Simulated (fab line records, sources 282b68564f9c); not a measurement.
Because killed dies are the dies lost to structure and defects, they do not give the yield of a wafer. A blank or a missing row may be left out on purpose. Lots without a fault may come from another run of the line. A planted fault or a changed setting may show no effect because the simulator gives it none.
Which tool was responsible?    flow rit cmos    14 lots, 42 wafers sampled, at 5 steps of a route of 202

## WHAT EACH GAUGE READ, for each wafer
RIT_PSD_OVL_MEAS_06. Usual: PSD_OVL gives 1.2 nm (standard deviation 1.5).
lot   measured     on          PSD_OVL (nm)    flag
L629  day 3 06:40  overlay-01  -1.0 -0.3 -0.4  
L631  day 3 15:51  overlay-01  -0.8 1.1 1.0    
L632  day 3 22:17  overlay-01  1.9 3.3 1.4     
L633  day 4 02:52  overlay-01  0.0 0.3 -1.4    
L635  day 4 14:07  overlay-01  0.4 1.4 0.4     
L636  day 4 20:47  overlay-01  -0.8 -1.0 -0.4  
L637  day 5 00:45  overlay-01  -1.2 1.2 -1.0   
L638  day 5 04:07  overlay-02  1.0 0.0 4.4     
L640  day 5 13:25  overlay-02  1.1 2.5 1.9     
L641  day 5 18:14  overlay-01  2.4 1.7 0.6     
L647  day 7 00:29  overlay-02  1.9 3.5 3.1     
L650  day 7 13:34  overlay-02  1.0 -0.1 -0.9   
L651  day 7 17:36  overlay-02  5.0 4.1 3.9     
L652  day 8 00:40  overlay-02  1.5 3.0 -0.2    

RIT_CONTACT_THK_MEAS_01. Usual: CONTACT_TEOS_THK gives 401 nm (standard deviation 5).
lot   measured     on             CONTACT_TEOS_THK (nm)  flag
L629  day 3 08:44  film metro-02  399 410 400            
L631  day 3 18:06  film metro-01  396 405 406            
L632  day 4 00:20  film metro-04  399 409 405            
L633  day 4 04:55  film metro-02  401 397 401            
L635  day 4 16:10  film metro-02  403 400 409            
L636  day 4 22:52  film metro-04  400 398 399            
L637  day 5 02:49  film metro-02  395 404 400            
L638  day 5 06:10  film metro-02  397 400 404            
L640  day 5 15:28  film metro-04  391 401 400            
L641  day 5 20:17  film metro-04  404 409 406            
L647  day 7 02:32  film metro-02  414 426 421            OFF
L650  day 7 15:37  film metro-01  416 423 424            OFF
L651  day 7 19:38  film metro-01  395 399 402            
L652  day 8 02:43  film metro-01  396 402 408            

## TOOL THAT RAN EACH LOT (tool first, then ch and the chambers of the sampled wafers, then the start)
lot   RIT_NSD_STRIP_09                     RIT_SILICIDE_SPUTTER_01      RIT_CONTACT_CVD_00
L629  plasma asher-01 ch 0,1, day 3 05:37  pvd sputter-03, day 3 08:08  pecvd-03 ch 0,1,2, day 3 08:40
L631  plasma asher-03 ch 0,1, day 3 14:45  pvd sputter-03, day 3 17:31  pecvd-02 ch 0,1, day 3 18:01
L632  plasma asher-02 ch 1, day 3 21:04    pvd sputter-01, day 3 23:46  pecvd-03 ch 1,2, day 4 00:17
L633  plasma asher-01 ch 0,1, day 4 01:47  pvd sputter-03, day 4 04:21  pecvd-01 ch 0,1,2, day 4 04:52
L635  plasma asher-01 ch 0,1, day 4 12:50  pvd sputter-03, day 4 15:35  pecvd-03 ch 1,2, day 4 16:06
L636  plasma asher-02 ch 0,1, day 4 19:37  pvd sputter-01, day 4 22:17  pecvd-01 ch 0,2, day 4 22:48
L637  plasma asher-03 ch 0,1, day 4 23:29  pvd sputter-03, day 5 02:15  pecvd-02 ch 0,2, day 5 02:45
L638  plasma asher-01 ch 0,1, day 5 02:54  pvd sputter-01, day 5 05:36  pecvd-03 ch 0,1, day 5 06:06
L640  plasma asher-03 ch 0,1, day 5 12:13  pvd sputter-01, day 5 14:55  pecvd-02 ch 0,2, day 5 15:25
L641  plasma asher-02 ch 0,1, day 5 17:04  pvd sputter-03, day 5 19:43  pecvd-03 ch 0,2, day 5 20:13
L647  plasma asher-01 ch 0,1, day 6 23:27  pvd sputter-03, day 7 01:58  pecvd-03 ch 0,1,2, day 7 02:28
L650  plasma asher-02 ch 0,1, day 7 12:23  pvd sputter-01, day 7 15:03  pecvd-03 ch 1,2, day 7 15:33
L651  plasma asher-01 ch 0,1, day 7 16:23  pvd sputter-03, day 7 19:05  pecvd-01 ch 0,2, day 7 19:35
L652  plasma asher-02 ch 0,1, day 7 23:28  pvd sputter-03, day 8 02:09  pecvd-02 ch 1,2, day 8 02:40
- RIT_NSD_STRIP_09: strips in O2, time 180 s.
- RIT_SILICIDE_SPUTTER_01: material Ti, target thk 30 nm, time 240 s.
- RIT_CONTACT_CVD_00: deposits SiO2 from TEOS, target thk 400 nm, time 61 s.

## WHAT THE TOOLS THEMSELVES READ (means of the sampled wafers that have a number; where no wafer has one, the mark that the record gives instead)
RIT_NSD_STRIP_09. Usual: drypump motor current A at 5.4 A, with a standard deviation of 0.58.
lot   tool             drypump motor current A (A)  flag
L629  plasma asher-01  5.1                          
L631  plasma asher-03  5.7                          
L632  plasma asher-02  5.0                          
L633  plasma asher-01  5.1                          
L635  plasma asher-01  4.9                          
L636  plasma asher-02  6.0                          
L637  plasma asher-03  5.7                          
L638  plasma asher-01  5.1                          
L640  plasma asher-03  5.5                          
L641  plasma asher-02  6.0                          
L647  plasma asher-01  5.1                          
L650  plasma asher-02  6.0                          
L651  plasma asher-01  4.9                          
L652  plasma asher-02  5.5                          

RIT_SILICIDE_SPUTTER_01. Usual: throttle valve pct at 30.1 %, with a standard deviation of 1.
lot   tool            throttle valve pct (%)  flag
L629  pvd sputter-03  30.8                    
L631  pvd sputter-03  30.2                    
L632  pvd sputter-01  29.4                    
L633  pvd sputter-03  30.8                    
L635  pvd sputter-03  29.9                    
L636  pvd sputter-01  29.6                    
L637  pvd sputter-03  30.9                    
L638  pvd sputter-01  29.4                    
L640  pvd sputter-01  29.8                    
L641  pvd sputter-03  29.1                    
L647  pvd sputter-03  30.9                    
L650  pvd sputter-01  29.7                    
L651  pvd sputter-03  30.8                    
L652  pvd sputter-03  29.9                    

RIT_CONTACT_CVD_00. Usual: heater power w at 352 W, with a standard deviation of 57.
lot   tool      heater power w (W)  flag
L629  pecvd-03  307                 
L631  pecvd-02  374                 
L632  pecvd-03  270                 
L633  pecvd-01  366                 
L635  pecvd-03  301                 
L636  pecvd-01  416                 
L637  pecvd-02  380                 
L638  pecvd-03  337                 
L640  pecvd-02  382                 
L641  pecvd-03  273                 
L647  pecvd-03  303                 
L650  pecvd-03  317                 
L651  pecvd-01  420                 
L652  pecvd-02  338                 

## THE ANSWER, worked out from the rows above alone
Rule: a lot is off if the mean of its wafers that have a number lies more than 3 standard deviations from the usual mean. Also off: a lot with no number at a reading for which 4 or more lots have one. Where the step has rows for the other lots, those lots are counted as sound. The gauges are gone through in route order, then the tools' own readings, and for those a lot's mean is taken as printed above. The first step at which some lot is off is used, and at that step the reading that is off furthest; a lot without a number counts as furthest.
Off: L647, L650, at RIT_CONTACT_THK_MEAS_01 (CONTACT_TEOS_THK).
A tool fits if, at a process step before that reading, it ran every lot that is off, and no sound lot after the first of them. Those tools and the gauges at RIT_CONTACT_THK_MEAS_01 are tried in the same way. One fits: pecvd-03 at RIT_CONTACT_CVD_00. A fault onset in the window from L641 (day 5 20:13, its last sound lot) to L647 (day 7 02:28, its first lot off) fits.

## WHAT THE SIMULATOR HAD INSERTED
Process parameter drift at RIT_CONTACT_CVD_00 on pecvd-03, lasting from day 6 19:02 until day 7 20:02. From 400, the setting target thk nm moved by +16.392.
Struck lots among those shown: L647, L650. Same finding as the rule above.
